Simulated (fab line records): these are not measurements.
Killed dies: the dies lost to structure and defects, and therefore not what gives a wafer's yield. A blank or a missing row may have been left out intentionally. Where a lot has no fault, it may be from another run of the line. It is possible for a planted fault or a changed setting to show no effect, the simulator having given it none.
Which tool was responsible? + flow ritCmos + 42 wafers from 14 lots sampled at 2 of the route's 202 steps

## WHAT THE GAUGES SHOWED, per wafer
RIT_PRETRO_TW_MEAS_10. Usual: PRETRO_TW typically reads 482, with standard deviation 4.1.
| lot  | measured    | on           | PRETRO_TW   | flag |
|------|-------------|--------------|-------------|------|
| L286 | day 2 14:55 | filmMetro-03 | 484 486 483 |      |
| L287 | day 2 19:06 | filmMetro-02 | 484 483 480 |      |
| L288 | day 3 00:19 | filmMetro-01 | 475 474 476 |      |
| L289 | day 3 05:24 | filmMetro-02 | 484 484 482 |      |
| L290 | day 3 11:50 | filmMetro-02 | 486 483 483 |      |
| L291 | day 3 17:24 | filmMetro-01 | 476 475 474 |      |
| L292 | day 3 19:40 | filmMetro-01 | 477 474 473 |      |
| L293 | day 4 00:55 | filmMetro-02 | 485 484 484 |      |
| L295 | day 4 11:26 | filmMetro-02 | 483 484 483 |      |
| L296 | day 4 16:54 | filmMetro-02 | 482 481 484 |      |
| L297 | day 5 00:12 | filmMetro-02 | 484 484 486 |      |
| L299 | day 5 06:49 | filmMetro-02 | 485 487 486 |      |
| L307 | day 7 00:48 | filmMetro-02 | 513 516 516 | OFF  |
| L308 | day 7 06:26 | filmMetro-03 | 510 513 509 | OFF  |

## WHAT TOOL EACH LOT RAN ON (gives the tool, then ch and the chambers of the sampled wafers, and finally the start)
| lot  | RIT_PRETRO_IMPLANT_08          |
|------|--------------------------------|
| L286 | implanter-03 ch 0, day 2 14:35 |
| L287 | implanter-04 ch 0, day 2 18:46 |
| L288 | implanter-02 ch 0, day 2 23:59 |
| L289 | implanter-02 ch 0, day 3 05:05 |
| L290 | implanter-04 ch 0, day 3 11:31 |
| L291 | implanter-04 ch 0, day 3 17:04 |
| L292 | implanter-04 ch 0, day 3 19:20 |
| L293 | implanter-03 ch 0, day 4 00:35 |
| L295 | implanter-02 ch 0, day 4 11:07 |
| L296 | implanter-04 ch 0, day 4 16:35 |
| L297 | implanter-04 ch 0, day 4 23:53 |
| L299 | implanter-02 ch 0, day 5 06:29 |
| L307 | implanter-02 ch 0, day 7 00:29 |
| L308 | implanter-02 ch 0, day 7 06:07 |
- RIT_PRETRO_IMPLANT_08

## AS READ BY THE TOOLS THEMSELVES (means over the sampled wafers that have a number; for cases with no such wafer, the mark the record gives instead)
RIT_PRETRO_IMPLANT_08. Usual: beamOnS 10.00 s, standard deviation 0.19; doseIonsCm2 1.2001e+13, standard deviation 1.4e+10; endStationPressureTorr 5.06e-06 Torr, standard deviation 2.2e-07; faradayCurrentUA 38.1, standard deviation 0.74.
| lot  | tool         | beamOnS (s) | doseIonsCm2 | endStationPressureTorr (Torr) | faradayCurrentUA | flag |
|------|--------------|-------------|-------------|-------------------------------|------------------|------|
| L286 | implanter-03 | 10.03       | 1.2003e+13  | 5.16e-06                      | 38.0             |      |
| L287 | implanter-04 | 10.06       | 1.2007e+13  | 5.08e-06                      | 37.9             |      |
| L288 | implanter-02 | 10.01       | 1.1996e+13  | 5.00e-06                      | 38.1             |      |
| L289 | implanter-02 | 10.03       | 1.2002e+13  | 4.90e-06                      | 37.9             |      |
| L290 | implanter-04 | 10.22       | 1.2000e+13  | 5.08e-06                      | 37.2             |      |
| L291 | implanter-04 | 9.95        | 1.1995e+13  | 4.95e-06                      | 38.3             |      |
| L292 | implanter-04 | 9.94        | 1.2013e+13  | 5.14e-06                      | 38.1             |      |
| L293 | implanter-03 | 10.03       | 1.1988e+13  | 4.99e-06                      | 38.0             |      |
| L295 | implanter-02 | 9.81        | 1.2005e+13  | 5.18e-06                      | 38.7             |      |
| L296 | implanter-04 | 9.96        | 1.2000e+13  | 5.23e-06                      | 38.2             |      |
| L297 | implanter-04 | 10.03       | 1.1996e+13  | 4.85e-06                      | 38.0             |      |
| L299 | implanter-02 | 10.14       | 1.1996e+13  | 4.95e-06                      | 37.6             |      |
| L307 | implanter-02 | 12.26       | 1.2024e+13  | 9.55e-05                      | 31.4             | OFF  |
| L308 | implanter-02 | 12.18       | 1.2011e+13  | 9.52e-05                      | 31.6             | OFF  |

## THE ANSWER, worked out from the rows above alone
Rule: a lot is off if the mean of its wafers that have a number lies more than 3 standard deviations from the usual mean. Also off: a lot with no number at a reading for which 4 or more lots have one. Where the step has rows for the other lots, those lots are counted as sound. After the gauges, taken in route order, come the tools' own readings; for these a lot's mean is taken, as printed above. The first step at which some lot is off is used, and at that step the reading that is off furthest; a lot without a number counts as furthest.
Off: L307, L308, seen at RIT_PRETRO_TW_MEAS_10 (PRETRO_TW).
A tool fits if, at a process step before that reading, it ran every lot that is off, and no sound lot after the first of them. Not tried: the gauges at RIT_PRETRO_TW_MEAS_10; whatever is off there is also off at RIT_PRETRO_IMPLANT_08, on other tools, and gauge error can't account for it. One fits: implanter-02 at RIT_PRETRO_IMPLANT_08. A fault onset in the window from L299 (day 5 06:29, its last sound lot) to L307 (day 7 00:29, its first lot off) fits.
The tool's own readings at RIT_PRETRO_IMPLANT_08 bear it out: on the lots that are off they differ by more than 5 times the standard deviation of the sound lots' means. beamOnS reads 12.22 s there against 10.02 s on the sound lots; endStationPressureTorr reads 9.54e-05 Torr there against 5.04e-06 Torr on the sound lots; faradayCurrentUA reads 31.5 there against 38.0 on the sound lots.

## WHAT THE SIMULATOR HAD INSERTED
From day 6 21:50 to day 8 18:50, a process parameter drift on implanter-02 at RIT_PRETRO_IMPLANT_08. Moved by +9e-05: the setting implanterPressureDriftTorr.
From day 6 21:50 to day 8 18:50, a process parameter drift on implanter-02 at RIT_PRETRO_IMPLANT_08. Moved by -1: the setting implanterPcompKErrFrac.
Lots struck among those shown: L307, L308. The rule above reached the same finding.
